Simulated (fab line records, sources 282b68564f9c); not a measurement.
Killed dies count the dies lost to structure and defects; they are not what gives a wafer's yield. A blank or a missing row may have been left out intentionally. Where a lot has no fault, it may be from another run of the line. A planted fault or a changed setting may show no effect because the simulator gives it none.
A lot that was struck, set against a sound lot :: flow ritCmos :: 44 steps out of a route of 202
Sound: wafers L905.3, L905.4, L905.6. Struck: wafers L892.2, L892.3, L892.5. The cause is named last.
For every step that has rows: the tool of each side, followed by ch and its chambers, followed by its first start. Under that, the readings that differ: sound wafers :: struck wafers :: difference of the means :: sigmas: that difference in standard deviations of wafers without a fault.
alike: a reading whose means differ by less than 2 such deviations, as well as words and numbers matching on both sides. not compared: withheld readings; readings where some wafer has no value; bounds like >300 that might hide an equal value; numbers whose values overlap and for which the record gives no deviation.
Wherever a step has rows on one side only, a row that says differs or no value, or a row with sigmas, the two part there. Numbers that don't overlap but have no deviation are shown without sigmas and don't part them. A reading that every wafer of one side lacks parts them only if that side has two wafers or more.

first, 4 steps without rows for these wafers: RIT_PLDD_SOFTBAKE_02 (time 60 s); RIT_PLDD_EXPOSE_03 (exposes mask M8, target cd 40900 nm); RIT_PLDD_PEB_04; RIT_PLDD_DEVELOP_05 (develop time 50 s).
RIT_PLDD_OVL_MEAS_06:
  sound on overlay-02, day 7 04:28; struck on overlay-02, day 4 11:08
reading: PLDD_OVL (nm)
sound: -1.7 -0.9 -1.5
struck: 1.6 2.6 2.3
difference: +3.5
sigmas: +3
then, 2 steps without rows for these wafers: RIT_PLDD_HARDBAKE_07 (time 60 s); RIT_PLDD_IMPLANT_08.
RIT_PLDD_STRIP_09: strips in O2, time 180 s.
  sound on plasmaAsher-01 ch 0,1, day 7 04:51; struck on plasmaAsher-01 ch 1, day 4 11:28
  alike: drypumpMotorCurrentA
  not compared: rfHoursCounterH
RIT_PLDD_TW_MEAS_10:
  sound on filmMetro-01, day 7 04:59; struck on filmMetro-04, day 4 11:39
  alike: PLDD_TW
then, 3 steps without rows for these wafers: RIT_SPACER_CLEAN_00 (cleans in SC1, time 600 s); RIT_SPACER_CLEAN_01 (cleans in dHF, time 30 s); RIT_SPACER_CLEAN_02 (cleans in SC2, time 600 s).
RIT_SPACER_CVD_03: deposits Si3N4 from SiH2Cl2/NH3, target thk 250 nm, time 3300 s.
  sound on lpcvd-01 ch 0, day 7 05:23; struck on lpcvd-02 ch 1, day 4 12:04
reading: pressureMtorr (mTorr)
sound: 299.5 299.5 299.0
struck: 360.8 360.4 360.3
difference: +61.2
sigmas: +99 or more

reading: model.Si3N4_of_SPACER_CVD_03.thkNm (nm)
sound: 252.8 251.8 250.4
struck: 259.5 261.4 260.5
difference: +8.8
sigmas: 
  alike: zonePowerLoadPct, zonePowerSourcePct
RIT_SPACER_THK_MEAS_04:
  sound on filmMetro-03, day 7 07:20; struck on filmMetro-03, day 4 13:59
reading: SPACER_NITRIDE_THK (nm)
sound: 252.8 251.8 250.3
struck: 259.3 261.5 260.5
difference: +8.8
sigmas: +4
RIT_SPACER_ETCHBACK_05: etches Si3N4 in SF6/CHF3, stops on SiO2, target depth 250 nm, time 240 s.
  sound on rieDiel-04 ch 1,2, day 7 07:22; struck on rieDiel-02 ch 2,3, day 4 14:02
reading: model.etch.depthNm (nm)
sound: 252.8 251.8 250.4
struck: 259.5 261.4 260.5
difference: +8.8
sigmas: 
  alike: SF6_flow_sccm, drypumpMotorCurrentA, oesProductAu, throttleValvePct
  not compared: rfHoursCounterH
then, 6 steps without rows for these wafers: RIT_NSD_HMDS_00 (prime time 60 s); RIT_NSD_COAT_01 (resist thk 1000 nm); RIT_NSD_SOFTBAKE_02 (time 60 s); RIT_NSD_EXPOSE_03 (exposes mask M9, target cd 40700 nm); RIT_NSD_PEB_04; RIT_NSD_DEVELOP_05 (develop time 50 s).
RIT_NSD_OVL_MEAS_06:
  sound on overlay-01, day 7 08:23; struck on overlay-02, day 4 15:10
reading: NSD_OVL (nm)
sound: 1.8 0.8 2.4
struck: 0.1 -1.5 -2.0
difference: -2.8
sigmas: -2
then, 2 steps without rows for these wafers: RIT_NSD_HARDBAKE_07 (time 60 s); RIT_NSD_IMPLANT_08.
RIT_NSD_STRIP_09: strips in O2, time 180 s.
  sound on plasmaAsher-01 ch 0,1, day 7 08:52; struck on plasmaAsher-04 ch 0,1, day 4 15:30
  alike: drypumpMotorCurrentA
  not compared: rfHoursCounterH
RIT_NSD_TW_MEAS_10:
  sound on filmMetro-02, day 7 09:01; struck on filmMetro-02, day 4 15:41
  alike: NSD_TW
then, 6 steps without rows for these wafers: RIT_PSD_HMDS_00 (prime time 60 s); RIT_PSD_COAT_01 (resist thk 1000 nm); RIT_PSD_SOFTBAKE_02 (time 60 s); RIT_PSD_EXPOSE_03 (exposes mask M10, target cd 40900 nm); RIT_PSD_PEB_04; RIT_PSD_DEVELOP_05 (develop time 50 s).
RIT_PSD_OVL_MEAS_06:
  sound on overlay-02, day 7 09:55; struck on overlay-01, day 4 16:43
  alike: PSD_OVL
then, 2 steps without rows for these wafers: RIT_PSD_HARDBAKE_07 (time 60 s); RIT_PSD_IMPLANT_08.
RIT_PSD_STRIP_09: strips in O2, time 180 s.
  sound on plasmaAsher-04 ch 0,1, day 7 10:17; struck on plasmaAsher-03 ch 0,1, day 4 17:03
  alike: drypumpMotorCurrentA
  not compared: rfHoursCounterH
RIT_PSD_TW_MEAS_10:
  sound on filmMetro-01, day 7 10:26; struck on filmMetro-02, day 4 17:14
  alike: PSD_TW
then, 3 steps without rows for these wafers: RIT_SDANNEAL_CLEAN_00 (cleans in SC1, time 600 s); RIT_SDANNEAL_CLEAN_01 (cleans in dHF, time 30 s); RIT_SDANNEAL_CLEAN_02 (cleans in SC2, time 600 s).
RIT_SDANNEAL_RTA_03: time 5 s.
  sound on rtpAnneal-01 ch 0, day 7 10:52; struck on rtpAnneal-02 ch 0, day 4 17:43
  alike: wafer_temp_C_max
RIT_SDANNEAL_RS_MEAS_04: a four-point-probe measurement.
  sound on filmMetro-04, day 7 10:56; struck on filmMetro-04, day 4 17:47
  alike: PSD_RS
RIT_SILICIDE_WET_ETCH_00: etches SiO2 in BOE, target depth 14 nm, time 15 s.
  sound on wetBench-01 ch 2, day 7 11:23; struck on wetBench-03 ch 2, day 4 18:14
reading: model.Si3N4_of_SPACER_CVD_03.thkNm (nm)
sound: 196.3 195.6 194.5
struck: 202.4 204 203.4
difference: +7.8
sigmas: 
RIT_M1_PROBE_99:
  sound on prober-02, day 7 18:15; struck on prober-01, day 5 01:16
reading: model.etest.nmos_0p15.rOnOhmUm
sound: 1102 1143 1134
struck: 1085 1094 1074
difference: -42
sigmas: 

reading: model.etest.pwellPinched.rsOhmSq
sound: 454.2 452.5 452.3
struck: 450.4 450.5 451.1
difference: -2.3
sigmas: 

reading: model.etest.nwellPinched.rsOhmSq
sound: 336.2 337.4 339.1
struck: 333.5 329.1 329.9
difference: -6.7
sigmas: 

reading: model.etest.nmos_0p15.toxInvNm (nm)
sound: 4.474 4.484 4.445
struck: 4.602 4.618 4.576
difference: +0.131
sigmas: 

reading: model.etest.diodeNplusComb.cjFfUm2
sound: 2.64 2.645 2.657
struck: 2.57 2.566 2.572
difference: -0.08
sigmas: 

reading: model.etest.diodeNplusPwell.cjFfUm2
sound: 2.066 2.065 2.072
struck: 2.062 2.031 2.038
difference: -0.024
sigmas: 
  alike: killedAtContacts, killedAtFrontEnd, killedDies, killedOpen, killedShort
  not compared: model.etest.pplusSal.widthNm, model.etest.nplusSal.widthNm

WHERE THEY PART
Last at RIT_NSD_OVL_MEAS_06 as far as this record goes, first at RIT_PLDD_OVL_MEAS_06. Later steps at which nothing parts them and some readings are alike: RIT_NSD_STRIP_09, RIT_NSD_TW_MEAS_10, RIT_PSD_OVL_MEAS_06, RIT_PSD_STRIP_09, RIT_PSD_TW_MEAS_10, RIT_SDANNEAL_RTA_03, RIT_SDANNEAL_RS_MEAS_04, RIT_M1_PROBE_99.

WHY: what the simulator had put in
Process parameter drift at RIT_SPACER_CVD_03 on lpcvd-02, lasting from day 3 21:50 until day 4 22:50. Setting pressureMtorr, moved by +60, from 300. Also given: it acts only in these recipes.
